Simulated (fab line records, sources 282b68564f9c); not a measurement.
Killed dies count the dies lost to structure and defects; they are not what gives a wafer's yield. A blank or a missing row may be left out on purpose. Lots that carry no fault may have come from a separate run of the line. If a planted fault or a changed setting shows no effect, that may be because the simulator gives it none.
fab line records -- flow rit_cmos
record lots=14, wafers=41, last_day=7
route steps=202 shown M1@196
lots untouched by any fault: they come from a run of this same line in which no faults occurred
start_h: start of the lot's first displayed wafer, in hours after the record's first day -- wait_h: hours from the lot's prior step to this one -- " same as the row above -- L1.1+2: several wafers, shown together as one row -- - no value, or no start was given -- * or withheld: withheld -- < > ~ a bound
route shown NAME@n: NAME is a module with steps in the file, n the number in the route of the first one -- usual: mean/standard deviation taken from wafers without a fault -- same: alike in all rows -- chamber/n: place in a boat -- sites: the reading at each site -- _std_site: the standard deviation of these -- _edge_site: inner sites' mean taken away from outer sites' mean -- radius_mm: how far each site lies from the wafer's centre -- mask NAME#n: copy n -- behind: tool/chamber where the wafer was last shaped -- hold: why the lot went on hold/how many hours it stayed there/how the hold came to an end -- device: which transistor (n, p or np) failed to switch -- end of line: tests of these same wafers at the route's end -- a step with no rows: only its recipe -- killed: count of dies lost to structure and defects at first sort (not the wafer's yield) -- map: shows each die of a wafer: x if killed, . if not, _ if none is there
set.NAME: the setting the step ran with; set.NAME@STEP: the setting that earlier step ran with -- model.NAME: the simulator's own value behind a step, which no gauge read
a sample of lots followed through the steps of the route, with each step as a table and each wafer as a row
services: from which hour (start_h, from the record's first day; less than 0 if before it) a tool's chamber was out of use, for how many hours, and why
## steps
# step RIT_M1_METAL_ETCH_12
# recipe stop_on=SiO2, chemistry=Cl2/BCl3, target=Al, time_s=165, over_etch_frac=0.5, pressure_mtorr=100, target_depth_a=6000, rf_w=250, Cl2_flow_sccm=60, bcl3_flow_sccm=50
# usual bcl3_flow_sccm=50.00/0.13, chamber_pressure_mTorr=99.99/0.098, drypump_motor_current_A=5.24/0.3, oes_product_au=0.771/0.016, throttle_valve_pct=8.24/0.11
lot.wafer,tool,chamber,start_h,wait_h,bcl3_flow_sccm,chamber_pressure_mTorr,drypump_motor_current_A,oes_product_au,rf_hours_counter_h,throttle_valve_pct
L530.3,rie_metal-01,1,59.91,0.2,49.85,99.85,5.19,0.770,-,8.34
L530.4,rie_metal-01,0,59.91,0.2,50.27,99.94,5.34,0.771,-,8.25
L530.5,rie_metal-01,1,59.91,0.2,50.00,99.99,5.22,0.763,-,8.32
L531.2,rie_metal-04,1,63.27,0.2,49.97,99.87,5.49,0.796,1,8.19
L531.4,rie_metal-04,0,63.27,0.2,49.74,99.91,4.81,0.769,-,8.04
L531.6,rie_metal-04,0,63.27,0.2,49.96,100.06,4.82,0.777,-,8.04
L532.1,rie_metal-03,1,66.62,0.2,50.04,100.11,5.72,0.771,34,8.38
L532.3,rie_metal-03,0,66.62,0.2,50.00,100.10,4.88,0.730,-,8.31
L532.6,rie_metal-03,1,66.62,0.2,50.12,100.11,5.74,0.761,-,8.38
L533.2,rie_metal-01,1,73.33,0.2,50.07,99.95,5.20,0.777,4,8.32
L533.3,rie_metal-01,0,73.33,0.2,49.81,99.94,5.31,0.767,-,8.25
L533.5,rie_metal-01,1,73.33,0.2,50.17,99.92,5.20,0.771,-,8.32
L537.2,rie_metal-04,1,93.69,0.2,50.12,99.87,5.51,0.793,1,8.16
L537.4,rie_metal-04,0,93.69,0.2,50.00,99.97,4.84,0.777,-,8.02
L537.5,rie_metal-04,0,93.69,0.2,50.20,100.07,4.83,0.769,-,8.04
L541.4,rie_metal-03,1,112.74,0.1,49.96,100.12,5.74,0.766,-,8.38
L541.6,rie_metal-03,0,112.74,0.1,50.00,150.03,4.89,0.735,-,8.32
L544.3,rie_metal-03,0,125.85,0.2,50.04,149.99,4.90,0.735,-,8.32
L544.4,rie_metal-03,1,125.85,0.2,49.79,100.19,5.76,0.761,-,8.38
L544.6,rie_metal-03,0,125.85,0.2,49.97,150.05,4.90,0.742,-,8.29
L545.1,rie_metal-01,0,132.45,0.2,49.93,100.01,5.31,0.776,5,8.25
L545.3,rie_metal-01,1,132.45,0.2,49.80,100.01,5.20,0.780,-,8.33
L545.5,rie_metal-01,0,132.45,0.2,49.94,99.96,5.33,0.785,-,8.25
L546.3,rie_metal-04,1,136.34,0.2,49.95,100.06,5.48,0.794,-,8.18
L546.4,rie_metal-04,0,136.34,0.2,50.13,99.98,4.85,0.780,-,8.03
L546.6,rie_metal-04,1,136.34,0.2,49.81,99.88,5.50,0.795,-,8.18
L547.1,rie_metal-01,0,140.33,0.2,49.84,99.89,5.32,0.763,5,8.23
L547.2,rie_metal-01,1,140.33,0.2,49.94,99.97,5.20,0.755,5,8.33
L547.3,rie_metal-01,0,140.33,0.2,49.89,100.08,5.30,0.779,-,8.25
L548.1,rie_metal-04,1,145.16,0.2,49.85,100.17,5.50,0.782,2,8.18
L548.5,rie_metal-04,1,145.16,0.2,50.04,99.91,5.48,0.785,-,8.17
L548.6,rie_metal-04,0,145.16,0.2,50.04,100.04,4.85,0.759,-,8.05
L549.2,rie_metal-01,1,150.17,0.2,50.11,100.02,5.21,0.765,5,8.33
L549.4,rie_metal-01,1,150.17,0.2,49.92,99.71,5.21,0.781,-,8.32
L549.6,rie_metal-01,1,150.17,0.2,50.12,100.03,5.22,0.774,-,8.32
L550.1,rie_metal-04,1,155.32,0.2,49.97,100.02,5.49,0.789,2,8.19
L550.2,rie_metal-04,0,155.32,0.2,50.01,99.94,4.83,0.770,2,8.04
L550.6,rie_metal-04,1,155.32,0.2,49.99,100.06,5.51,0.794,-,8.19
L552.2,rie_metal-01,0,165.59,0.2,49.96,100.01,5.29,0.771,5,8.26
L552.3,rie_metal-01,0,165.59,0.2,49.75,99.93,5.29,0.770,-,8.27
L552.4,rie_metal-01,1,165.59,0.2,49.77,99.92,5.19,0.773,-,8.33
# step RIT_M1_PROBE_99
# usual defect_limited_yield=97.4/1.2, killed_at_M0_to_M3=0.0/0.14, killed_at_front_end=7/3.2, killed_dies=7/3.2, killed_on_rim=1.6/1.2, killed_open=3.2/2.1, killed_short=3.7/2.1, sort_bin_3_pad_short=0.1/0.2, sort_bin_5_function=1.5/0.79, sort_bin_6_memory=1.0/0.68, sort_n_pass=257/3.2, sort_yield_pct=97.4/1.2
# same gross_dies=264, killed_at_M4_up=0, killed_at_back_side=0, killed_at_contacts=0, killed_at_other=0
lot.wafer,tool,chamber,start_h,wait_h,defect_limited_yield[%],killed_at_M0_to_M3,killed_at_front_end,killed_dies,killed_on_rim,killed_open,killed_short,sort_bin_3_pad_short[%],sort_bin_5_function[%],sort_bin_6_memory[%],sort_n_pass,sort_yield_pct[%]
L530.3,prober-02,-,62.93,0.2,94.3,0,15,15,4,6,9,1.1,2.3,2.3,249,94.3
L530.4,prober-02,-,62.98,0.2,95.5,0,12,12,2,8,4,0.4,2.3,1.9,252,95.5
L530.5,prober-02,-,63.03,0.2,98.1,0,5,5,0,2,3,0,1.9,0,259,98.1
L531.2,prober-01,-,65.57,0.1,97.7,0,6,6,2,3,3,0,1.1,1.1,258,97.7
L531.4,prober-01,-,65.67,0.2,98.1,0,5,5,1,1,4,0,0.8,1.1,259,98.1
L531.6,prober-01,-,65.77,0.2,98.9,0,3,3,0,2,1,0,1.1,0,261,98.9
L532.1,prober-02,-,69.21,0.1,96.6,0,9,9,3,5,4,0,2.7,0.8,255,96.6
L532.3,prober-02,-,69.31,0.2,99.2,0,2,2,0,0,2,0,0.4,0.4,262,99.2
L532.6,prober-02,-,69.46,0.2,98.1,0,5,5,2,1,4,0,1.1,0.8,259,98.1
L533.2,prober-01,-,75.95,0.1,97.7,0,6,6,0,3,3,0.4,1.5,0.4,258,97.7
L533.3,prober-01,-,76.00,0.2,97.3,0,7,7,1,4,3,0,1.5,1.1,257,97.3
L533.5,prober-01,-,76.10,0.2,95.8,0,11,11,4,3,8,0,3.0,1.1,253,95.8
L537.2,prober-01,-,96.36,0.1,97.0,0,8,8,3,3,5,0,1.9,1.1,256,97.0
L537.4,prober-01,-,96.46,0.2,96.6,0,9,9,1,1,8,0,1.5,1.9,255,96.6
L537.5,prober-01,-,96.51,0.2,96.6,0,9,9,2,6,3,0,1.9,1.5,255,96.6
L541.4,prober-01,-,115.73,0.2,97.3,0,7,7,0,3,4,0,2.3,0.4,257,97.3
L541.6,prober-01,-,115.83,0.2,98.9,0,3,3,0,1,2,0,0.8,0.4,261,98.9
L544.3,prober-02,-,128.15,0.2,98.9,0,3,3,0,3,0,0,0.8,0.4,261,98.9
L544.4,prober-02,-,128.20,0.2,99.2,0,2,2,2,2,0,0,0.8,0,262,99.2
L544.6,prober-02,-,128.30,0.2,99.6,0,1,1,1,0,1,0,0.4,0,263,99.6
L545.1,prober-01,-,134.94,0.1,98.1,0,5,5,4,2,3,0,1.1,0.8,259,98.1
L545.3,prober-01,-,135.04,0.2,97.3,0,7,7,0,5,2,0,1.5,1.1,257,97.3
L545.5,prober-01,-,135.14,0.2,97.7,1,5,6,1,2,4,0.4,1.5,0.4,258,97.7
L546.3,prober-02,-,138.66,0.2,96.2,0,10,10,1,7,3,0,2.3,1.5,254,96.2
L546.4,prober-02,-,138.71,0.2,98.5,0,4,4,0,2,2,0,0.4,1.1,260,98.5
L546.6,prober-02,-,138.81,0.2,98.9,0,3,3,2,3,0,0,0.8,0.4,261,98.9
L547.1,prober-01,-,142.61,0.1,98.1,0,5,5,1,3,2,0,0.4,1.5,259,98.1
L547.2,prober-01,-,142.66,0.1,97.3,0,7,7,0,3,4,0.4,1.5,0.8,257,97.3
L547.3,prober-01,-,142.71,0.2,98.5,0,4,4,1,2,2,0,0.8,0.8,260,98.5
L548.1,prober-02,-,148.63,0.1,99.2,0,2,2,1,1,1,0,0.4,0.4,262,99.2
L548.5,prober-02,-,148.83,0.2,98.5,0,4,4,3,2,2,0.4,0.8,0.4,260,98.5
L548.6,prober-02,-,148.88,0.2,95.8,0,11,11,3,6,5,0.4,2.3,1.5,253,95.8
L549.2,prober-01,-,153.72,0.1,95.8,0,11,11,3,5,5,0,2.7,1.5,253,95.8
L549.4,prober-01,-,153.82,0.2,93.9,0,16,16,5,8,8,0.4,3.0,2.7,248,93.9
L549.6,prober-01,-,153.92,0.2,97.0,0,8,8,1,2,5,0,1.9,1.1,256,97.0
L550.1,prober-02,-,157.83,0.1,97.3,0,7,7,2,3,4,0,1.9,0.8,257,97.3
L550.2,prober-02,-,157.88,0.1,99.2,0,2,2,0,0,2,0,0,0.8,262,99.2
L550.6,prober-02,-,158.08,0.2,98.1,0,5,5,1,4,1,0,1.1,0.8,259,98.1
L552.2,prober-02,-,167.89,0.1,98.9,0,3,3,1,1,2,0.4,0.8,0,261,98.9
L552.3,prober-02,-,167.94,0.2,94.7,0,14,14,5,3,11,0.4,3.0,1.9,250,94.7
L552.4,prober-02,-,167.99,0.2,98.5,0,4,4,0,3,1,0.4,0.4,0.8,260,98.5
# killed by level:class
L530.3 GATE:geometric_particle:short=3 SPACER:geometric_particle:short=3 FOX1:geometric_particle:open=2 GATE:geometric_particle:open=2 FOX1:geometric_particle:short=1 REOX:geometric_particle:short=1 REOX:geometric_particle:open=1 SILICIDE:geometric_particle:short=1
L530.4 GATE:geometric_particle:short=4 GATE:geometric_particle:open=3 SPACER:geometric_particle:open=3 FOX1:geometric_particle:open=1 SILICIDE:geometric_particle:open=1
L530.5 FOX1:geometric_particle:short=2 SILICIDE:geometric_particle:open=1 REOX:geometric_particle:short=1 SPACER:geometric_particle:open=1
L531.2 REOX:geometric_particle:open=2 FOX2:geometric_particle:short=1 REOX:geometric_particle:short=1 SPACER:geometric_particle:open=1 SPACER:geometric_particle:short=1
L531.4 FOX1:geometric_particle:short=1 FOX2:geometric_particle:short=1 GATE:geometric_particle:short=1 GATE:geometric_particle:open=1 SPACER:geometric_particle:short=1
L531.6 FOX2:geometric_particle:open=2 REOX:geometric_particle:short=1
L532.1 GATE:geometric_particle:open=2 SPACER:geometric_particle:short=2 FOX1:geometric_particle:open=1 FOX2:geometric_particle:short=1 FOX2:geometric_particle:open=1 GATE:geometric_particle:short=1 SPACER:geometric_particle:open=1
L532.3 GATE:geometric_particle:short=2
L532.6 GATE:geometric_particle:short=2 FOX1:geometric_particle:short=1 FOX1:geometric_particle:open=1 REOX:geometric_particle:short=1
L533.2 GATE:geometric_particle:open=3 GATE:geometric_particle:short=2 SPACER:geometric_particle:short=1
L533.3 GATE:geometric_particle:short=2 REOX:geometric_particle:open=2 FOX2:geometric_particle:open=1 GATE:geometric_particle:open=1 REOX:geometric_particle:short=1
L533.5 GATE:geometric_particle:short=3 SPACER:geometric_particle:short=3 GATE:geometric_particle:open=2 FOX2:geometric_particle:short=1 REOX:geometric_particle:short=1 REOX:geometric_particle:open=1
L537.2 FOX1:geometric_particle:short=3 FOX2:geometric_particle:open=1 GATE:geometric_particle:open=1 REOX:geometric_particle:open=1 SPACER:geometric_particle:short=1 SILICIDE:geometric_particle:short=1
L537.4 GATE:geometric_particle:short=5 FOX2:geometric_particle:short=2 FOX1:geometric_particle:open=1 SILICIDE:geometric_particle:short=1
L537.5 GATE:geometric_particle:open=3 SILICIDE:geometric_particle:short=2 FOX2:geometric_particle:open=1 GATE:geometric_particle:short=1 REOX:geometric_particle:open=1 SPACER:geometric_particle:open=1
L541.4 FOX2:geometric_particle:short=2 FOX2:geometric_particle:open=1 GATE:geometric_particle:short=1 GATE:geometric_particle:open=1 REOX:geometric_particle:short=1 SILICIDE:geometric_particle:open=1
L541.6 GATE:geometric_particle:short=1 GATE:geometric_particle:open=1 SPACER:geometric_particle:short=1
L544.3 GATE:geometric_particle:open=2 SILICIDE:geometric_particle:open=1
L544.4 FOX2:geometric_particle:open=1 SPACER:geometric_particle:open=1
L544.6 FOX2:geometric_particle:short=1
L545.1 GATE:geometric_particle:short=1 GATE:geometric_particle:open=1 REOX:geometric_particle:short=1 SPACER:geometric_particle:open=1 SPACER:geometric_particle:short=1
L545.3 FOX1:geometric_particle:open=3 FOX1:geometric_particle:short=2 GATE:geometric_particle:open=2
L545.5 FOX1:geometric_particle:short=1 GATE:geometric_particle:short=1 GATE:geometric_particle:open=1 REOX:geometric_particle:open=1 SPACER:geometric_particle:short=1 M1:geometric_particle:short=1
L546.3 GATE:geometric_particle:open=4 REOX:geometric_particle:short=2 REOX:geometric_particle:open=2 GATE:geometric_particle:short=1 SPACER:geometric_particle:open=1
L546.4 FOX1:geometric_particle:short=1 GATE:geometric_particle:open=1 REOX:geometric_particle:short=1 SPACER:geometric_particle:open=1
L546.6 GATE:geometric_particle:open=2 SILICIDE:geometric_particle:open=1
L547.1 FOX1:geometric_particle:open=1 GATE:geometric_particle:open=1 GATE:geometric_particle:short=1 REOX:geometric_particle:short=1 SILICIDE:geometric_particle:open=1
L547.2 GATE:geometric_particle:short=2 REOX:geometric_particle:open=2 REOX:geometric_particle:short=1 SPACER:geometric_particle:short=1 SILICIDE:geometric_particle:open=1
L547.3 SILICIDE:geometric_particle:open=2 REOX:geometric_particle:short=1 SILICIDE:geometric_particle:short=1
L548.1 SILICIDE:geometric_particle:open=1 SILICIDE:geometric_particle:short=1
L548.5 GATE:geometric_particle:open=1 GATE:geometric_particle:short=1 REOX:geometric_particle:short=1 SPACER:geometric_particle:open=1
L548.6 SILICIDE:geometric_particle:short=3 SILICIDE:geometric_particle:open=3 GATE:geometric_particle:open=2 ACTIVE:geometric_particle:short=1 GATE:geometric_particle:short=1 REOX:geometric_particle:open=1
L549.2 GATE:geometric_particle:open=2 GATE:geometric_particle:short=2 FOX1:geometric_particle:short=1 FOX2:geometric_particle:open=1 FOX2:geometric_particle:short=1 REOX:geometric_particle:open=1 SILICIDE:geometric_particle:open=1 SILICIDE:geometric_particle:short=1
L549.4 FOX2:geometric_particle:short=3 FOX2:geometric_particle:open=3 GATE:geometric_particle:short=2 GATE:geometric_particle:open=2 REOX:geometric_particle:short=2 FOX1:geometric_particle:open=1 REOX:geometric_particle:open=1 SPACER:geometric_particle:short=1
L549.6 GATE:geometric_particle:short=2 REOX:geometric_particle:short=2 GATE:geometric_particle:open=1 REOX:geometric_particle:open=1 SPACER:geometric_particle:short=1 PSD:coat_microbubble_printed=1
L550.1 SPACER:geometric_particle:short=3 GATE:geometric_particle:open=2 FOX1:geometric_particle:short=1 SPACER:geometric_particle:open=1
L550.2 REOX:geometric_particle:short=2
L550.6 SPACER:geometric_particle:open=4 FOX1:geometric_particle:short=1
L552.2 GATE:geometric_particle:short=2 GATE:geometric_particle:open=1
L552.3 FOX2:geometric_particle:short=5 FOX1:geometric_particle:open=2 GATE:geometric_particle:short=2 REOX:geometric_particle:short=2 FOX1:geometric_particle:short=1 FOX2:geometric_particle:open=1 SPACER:geometric_particle:short=1
L552.4 REOX:geometric_particle:open=2 SILICIDE:geometric_particle:short=1 SILICIDE:geometric_particle:open=1
## services
tool,chamber,start_h,hours,kind
rie_metal-03,-,136.12,20.0,pm
rie_metal-03,0,136.12,20.0,vent_cycle
rie_metal-03,1,136.12,20.0,vent_cycle
rie_metal-03,0,156.12,-,clean
rie_metal-03,1,156.12,-,clean
## key
first_sign step=RIT_M1_METAL_ETCH_12, reading=chamber_pressure_mTorr, direction=up, sigmas=99+, usual=99.99, struck=150.02
effect none on later readings
met_at RIT_M1_METAL_ETCH_12
struck_lots L541,L544
struck_wafers L541.6,L544.3,L544.6
onset_between 66.62 112.74
fault kind=process_parameter_drift, tool=rie_metal-03, chamber=0, onset_h=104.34, steps=RIT_M1_METAL_ETCH_12, channel=pressure_mtorr, offset=50, shape=step, end_h=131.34, stated=100
